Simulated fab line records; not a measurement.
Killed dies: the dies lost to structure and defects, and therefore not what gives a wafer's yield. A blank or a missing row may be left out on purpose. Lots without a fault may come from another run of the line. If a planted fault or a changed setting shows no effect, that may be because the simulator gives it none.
One fault through the eyes of 2 desks / flow berkeley_cmos170 / what lay behind the numbers comes last; until then each desk has only its own

AT THE METROLOGY DESK
What the gauges read, lot by lot, whatever tool the lot ran on: means of the sampled wafers that have a number. If a lot's mean is further than 4 standard deviations from the usual mean, the lot is out of limits and carries the mark OUT (the distance appears in the brackets). Of its 12 readings 7 are shown: those that lie furthest out on some lot.
Columns: A = NSD_RS at UCB170_SDANNEAL_RS_MEAS_03, usual 37.27 ohm/sq; B = NLDD_RS at UCB170_SDANNEAL_RS_MEAS_05, usual 617.2 ohm/sq; C = SILICIDE_TI_RS at UCB170_SILICIDE_RS_MEAS_02, usual 26.2 ohm/sq; D = SILICIDE_TI_THK at UCB170_SILICIDE_THK_MEAS_03, usual 29.6 nm; E = cd_nm at UCB170_CONTACT_CD_MEAS_15, usual 700.4 nm; F = cd_nm at UCB170_CONTACT_CD_MEAS_90, usual 700.3 nm; G = M1_AL_RS at UCB170_M1_RS_MEAS_01, usual 0.0484 ohm/sq
lot=L681; first seen here=day 8 13:19; A=37.31; B=617.1; C=26.5; D=29.5; E=698.3; F=697.4; G=0.0492
lot=L687; first seen here=day 9 07:58; A=37.23; B=615.0; C=25.9; D=29.8; E=701.1; F=701.3; G=0.0481
lot=L693; first seen here=day 10 23:13; A=37.34; B=616.5; C=26.5; D=29.3; E=697.5; F=697.5; G=0.0488
lot=L692; first seen here=day 10 23:23; A=37.44; B=616.4; C=26.4; D=29.3; E=699.4; F=699.4; G=0.0484
lot=L697; first seen here=day 11 18:58; A=37.27; B=617.0; C=25.6; D=30.2; E=699.7; F=700.2; G=0.0488
lot=L694; first seen here=day 11 19:21; A=37.27; B=617.0; C=25.9; D=29.9; E=701.0; F=702.0; G=0.0486
lot=L701; first seen here=day 12 10:32; A=37.31; B=616.9; C=25.9; D=29.8; E=699.9; F=700.2; G=0.0481
This desk's finding: nothing out of limits on any of the 7 lots.

AT THE TOOL OWNER'S DESK: rtp_anneal-02
At UCB170_SILICIDE_RTA_04 (time 15 s), the tool's own readings, given per lot that ran on this tool as the mean of the sampled wafers with a number. If a lot's mean is further than 4 standard deviations from the usual mean, the lot is out of limits and carries the mark OUT (the distance appears in the brackets).
Columns: A = lamp_power_pct at UCB170_SILICIDE_RTA_04, usual 11.1 %; B = wafer_temp_C_max at UCB170_SILICIDE_RTA_04, usual 653.0
lot=L681; first seen here=day 8 14:09; A=11.8; B=653.8
lot=L692; first seen here=day 11 00:08; A=12.1; B=654.4
lot=L697; first seen here=day 11 19:44; A=12.1; B=653.8
lot=L694; first seen here=day 11 20:07; A=12.1; B=653.3
This desk's finding: nothing out of limits on any of the 4 lots.

ALL TOGETHER
Metrology desk: nothing out of limits seen.
The tool owner's desk saw nothing out of limits.

WHAT THE SIMULATOR HAD PUT IN
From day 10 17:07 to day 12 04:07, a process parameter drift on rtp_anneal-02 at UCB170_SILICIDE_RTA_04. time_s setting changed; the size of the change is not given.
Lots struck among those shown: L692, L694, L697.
